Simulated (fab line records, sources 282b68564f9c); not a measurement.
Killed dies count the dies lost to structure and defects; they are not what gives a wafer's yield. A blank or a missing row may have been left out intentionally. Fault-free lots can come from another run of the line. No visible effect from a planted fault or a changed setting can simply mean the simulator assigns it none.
Which tool is to blame? | flow rit cmos | 14 lots with 42 wafers sampled at 7 steps, on a route of 202 steps

## WHAT EACH GAUGE READ, for each wafer
RIT_WELLDRIVE_RS_MEAS_01: the measuring method here is four-point-probe.
lot  | measured    | on            | NWELL_RS (ohm/sq)
L986 | day 2 09:21 | film metro-02 | 275.9 275.6 276.5
L987 | day 2 15:15 | film metro-01 | 275.8 275.2 275.4
L988 | day 2 20:38 | film metro-04 | 275.9 275.9 276.1
L990 | day 3 08:55 | film metro-02 | 276.9 276.4 275.8
L991 | day 3 13:19 | film metro-04 | 274.6 274.6 275.0
L992 | day 3 16:58 | film metro-02 | 275.1 275.5 275.2
L995 | day 4 10:52 | film metro-01 | 276.0 275.6 275.0
L996 | day 4 11:23 | film metro-04 | 275.4 274.9 274.1
L998 | day 4 22:52 | film metro-01 | 274.8 274.6 275.7
L999 | day 5 02:03 | film metro-02 | 274.3 275.2 274.9
L103 | day 6 07:08 | film metro-01 | 274.5 274.4 275.0
L106 | day 6 15:08 | film metro-04 | 274.8 274.0 274.5
L107 | day 6 19:37 | film metro-02 | 274.6 274.1 274.1
L108 | day 7 02:16 | film metro-04 | 275.9 274.6 275.2

RIT_NLDD_OVL_MEAS_06.
lot  | measured    | on         | NLDD_OVL (nm)
L986 | day 2 22:59 | overlay-02 | -1.9 -1.1 0.5
L987 | day 3 06:20 | overlay-02 | 0.2 -0.8 -1.2
L988 | day 3 13:14 | overlay-01 | -1.6 -3.0 -1.6
L990 | day 4 01:19 | overlay-02 | -1.0 -1.9 -2.0
L991 | day 4 04:17 | overlay-01 | -1.1 -1.6 -1.5
L992 | day 4 06:42 | overlay-01 | -1.5 -2.0 -2.8
L995 | day 5 01:46 | overlay-01 | 0.4 -0.2 1.1
L996 | day 5 03:23 | overlay-02 | -0.9 0.2 -0.5
L998 | day 5 12:33 | overlay-02 | - - -
L999 | day 5 20:46 | overlay-02 | - - -
L103 | day 6 22:13 | overlay-01 | -0.1 0.9 1.5
L106 | day 7 05:35 | overlay-01 | -2.9 -3.2 -3.0
L107 | day 7 13:28 | overlay-02 | -0.6 -1.6 0.6
L108 | day 7 17:23 | overlay-02 | -0.8 -1.4 -1.2

RIT_PLDD_TW_MEAS_10.
lot  | measured    | on            | PLDD_TW
L986 | day 3 00:56 | film metro-02 | 2336 2328 2321
L987 | day 3 08:24 | film metro-04 | 2347 2326 2335
L988 | day 3 15:10 | film metro-03 | 2345 2321 2335
L990 | day 4 03:31 | film metro-02 | 2337 2334 2336
L991 | day 4 06:13 | film metro-04 | 2305 2318 2308
L992 | day 4 08:46 | film metro-04 | 2306 2320 2318
L995 | day 5 03:41 | film metro-04 | 2318 2332 2334
L996 | day 5 05:20 | film metro-04 | 2332 2342 2338
L998 | day 5 14:29 | film metro-04 | 2853 2854 2857
L999 | day 5 22:49 | film metro-03 | 2861 2884 2861
L103 | day 7 00:18 | film metro-03 | 2356 2332 2352
L106 | day 7 07:31 | film metro-03 | 2343 2350 2349
L107 | day 7 15:32 | film metro-04 | 2322 2330 2329
L108 | day 7 19:27 | film metro-03 | 2353 2348 2341

RIT_NSD_TW_MEAS_10.
lot  | measured    | on            | NSD_TW
L986 | day 3 04:58 | film metro-04 | 3103 3107 3111
L987 | day 3 12:34 | film metro-02 | 3080 3095 3090
L988 | day 3 19:06 | film metro-04 | 3116 3082 3104
L990 | day 4 07:34 | film metro-02 | 3106 3084 3127
L991 | day 4 10:23 | film metro-02 | 3103 3095 3085
L992 | day 4 12:53 | film metro-04 | 3067 3070 3059
L995 | day 5 07:37 | film metro-04 | 3071 3070 3078
L996 | day 5 09:41 | film metro-04 | 3094 3098 3070
L998 | day 5 18:32 | film metro-03 | 3306 3314 3301
L999 | day 6 02:52 | film metro-03 | 3347 3318 3333
L103 | day 7 04:15 | film metro-03 | 3113 3102 3077
L106 | day 7 11:25 | film metro-04 | 3089 3086 3071
L107 | day 7 20:25 | film metro-04 | 3086 3091 3089
L108 | day 8 00:10 | film metro-02 | 3100 3099 3092

## EACH LOT AND THE TOOL THAT RAN IT (in order: tool; ch and the chambers of the sampled wafers; start)
lot  | RIT_NWELL_STRIP_09                  | RIT_PWELL_SOFTBAKE_02            | RIT_NLDD_COAT_01
L986 | plasma asher-03 ch 0,1, day 2 02:22 | litho track-04 ch 0, day 2 02:54 | litho track-03 ch 0, day 2 22:13
L987 | plasma asher-01 ch 0,1, day 2 08:22 | litho track-04 ch 0, day 2 08:55 | litho track-03 ch 0, day 3 05:21
L988 | plasma asher-04 ch 0,1, day 2 13:39 | litho track-03 ch 0, day 2 14:11 | litho track-02 ch 0, day 3 12:34
L990 | plasma asher-04 ch 0,1, day 3 00:20 | litho track-03 ch 0, day 3 00:52 | litho track-02 ch 0, day 4 00:31
L991 | plasma asher-04 ch 0,1, day 3 06:20 | litho track-02 ch 0, day 3 06:52 | litho track-04 ch 0, day 4 03:35
L992 | plasma asher-04 ch 0,1, day 3 10:05 | litho track-03 ch 0, day 3 10:38 | litho track-03 ch 0, day 4 06:01
L995 | plasma asher-01 ch 0,1, day 4 01:49 | litho track-04 ch 0, day 4 02:34 | litho track-02 ch 0, day 5 00:56
L996 | plasma asher-04 ch 0,1, day 4 04:29 | litho track-03 ch 0, day 4 05:03 | litho track-03 ch 0, day 5 02:43
L998 | plasma asher-01 ch 0,1, day 4 15:34 | litho track-04 ch 0, day 4 16:08 | litho track-02, day 5 11:52
L999 | plasma asher-04 ch 0,1, day 4 19:00 | litho track-04 ch 0, day 4 19:36 | litho track-02, day 5 20:04
L103 | plasma asher-03 ch 0,1, day 5 23:33 | litho track-03 ch 0, day 6 00:05 | litho track-04 ch 0, day 6 21:23
L106 | plasma asher-04 ch 0,1, day 6 08:09 | litho track-04 ch 0, day 6 08:41 | litho track-04 ch 0, day 7 04:53
L107 | plasma asher-04 ch 0,1, day 6 12:25 | litho track-03 ch 0, day 6 12:56 | litho track-03 ch 0, day 7 12:41
L108 | plasma asher-04 ch 0,1, day 6 18:53 | litho track-02 ch 0, day 6 19:24 | litho track-04 ch 0, day 7 16:44
- RIT_NWELL_STRIP_09: strips in O2, time 180 s.
- RIT_PWELL_SOFTBAKE_02: time 61.77 s.
- RIT_NLDD_COAT_01: resist thk 1000 nm.

## AS READ BY THE TOOLS THEMSELVES (means over the sampled wafers that have a number; for cases with no such wafer, the mark the record gives instead)
RIT_NWELL_STRIP_09.
lot  | tool            | drypump motor current A (A)
L986 | plasma asher-03 | 5.84
L987 | plasma asher-01 | 5.68
L988 | plasma asher-04 | 5.51
L990 | plasma asher-04 | 5.39
L991 | plasma asher-04 | 5.38
L992 | plasma asher-04 | 5.51
L995 | plasma asher-01 | 5.71
L996 | plasma asher-04 | 5.41
L998 | plasma asher-01 | 5.69
L999 | plasma asher-04 | 5.52
L103 | plasma asher-03 | 5.75
L106 | plasma asher-04 | 5.38
L107 | plasma asher-04 | 5.50
L108 | plasma asher-04 | 5.37

RIT_PWELL_SOFTBAKE_02.
lot  | tool           | plate sensor t centre C (C) | plate sensor t edge C (C)
L986 | litho track-04 | 90.975                      | 91.027
L987 | litho track-04 | 90.966                      | 91.023
L988 | litho track-03 | 90.970                      | 91.023
L990 | litho track-03 | 90.971                      | 91.018
L991 | litho track-02 | 90.963                      | 91.021
L992 | litho track-03 | 90.972                      | 91.019
L995 | litho track-04 | 90.966                      | 91.018
L996 | litho track-03 | 90.973                      | 91.015
L998 | litho track-04 | 90.975                      | 91.016
L999 | litho track-04 | 90.974                      | 91.022
L103 | litho track-03 | 90.959                      | 91.021
L106 | litho track-04 | 90.963                      | 91.024
L107 | litho track-03 | 90.962                      | 91.014
L108 | litho track-02 | 90.968                      | 91.021

RIT_NLDD_COAT_01.
lot  | tool           | chill plate temp C (C) | dispense pressure kPa (kPa)
L986 | litho track-03 | 22.94                  | 48.8
L987 | litho track-03 | 23.05                  | 48.8
L988 | litho track-02 | 23.04                  | 53.9
L990 | litho track-02 | 23.05                  | 53.9
L991 | litho track-04 | 23.14                  | 50.4
L992 | litho track-03 | 23.04                  | 48.8
L995 | litho track-02 | 22.95                  | 53.8
L996 | litho track-03 | 23.05                  | 48.8
L998 | litho track-02 | -                      | -
L999 | litho track-02 | -                      | -
L103 | litho track-04 | 23.08                  | 50.4
L106 | litho track-04 | 23.00                  | 50.4
L107 | litho track-03 | 22.85                  | 48.8
L108 | litho track-04 | 22.93                  | 50.4

## THE ANSWER, worked out from the rows above alone
Rule: usual is defined by the lots themselves. The widest of any qualifying gaps counts: lots, ordered by their means at a reading, are off when they make up no more than a third of the lots, leave a main group of 4 or more, and stand apart from it by 3 or more times the standard deviation of that group's means. A main group whose means are all the same, to the digits that the tables above print for the reading, isn't used. Also off: a lot with no number at a reading for which 4 or more lots have one. All remaining lots with rows at the step are treated as sound. After the gauges, taken in route order, come the tools' own readings; for these a lot's mean is taken, as printed above. At the first step where some lot is off, the reading lying furthest off is the one used; lots without a number count as furthest.
Off: L998, L999, at RIT_NLDD_OVL_MEAS_06 (NLDD_OVL). Without a number there: L998, L999. The main group has a mean of -1.0 nm with a standard deviation of 1.
If a tool, at a process step before that reading, ran all the lots that are off and no sound lot after the first of them, it fits. Not tried: the gauges at RIT_NLDD_OVL_MEAS_06; whatever is off there is also off at RIT_PLDD_TW_MEAS_10, on other tools, and gauge error can't account for it. One fits: RIT_NLDD_COAT_01 on litho track-02. Its last sound lot is L995 (day 5 00:56), its first lot that is off L998 (day 5 11:52): a fault that began between those two fits.
Blank at RIT_NLDD_COAT_01 on the lots that are off, where sound lots have numbers: chill plate temp C, dispense pressure kPa.

## WHAT THE SIMULATOR PUT IN
Beginning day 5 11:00, the whole step at RIT_NLDD_COAT_01 was skipped on litho track-02. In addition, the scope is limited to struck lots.
Lots struck among those shown: L998, L999. The rule given above showed the same thing.
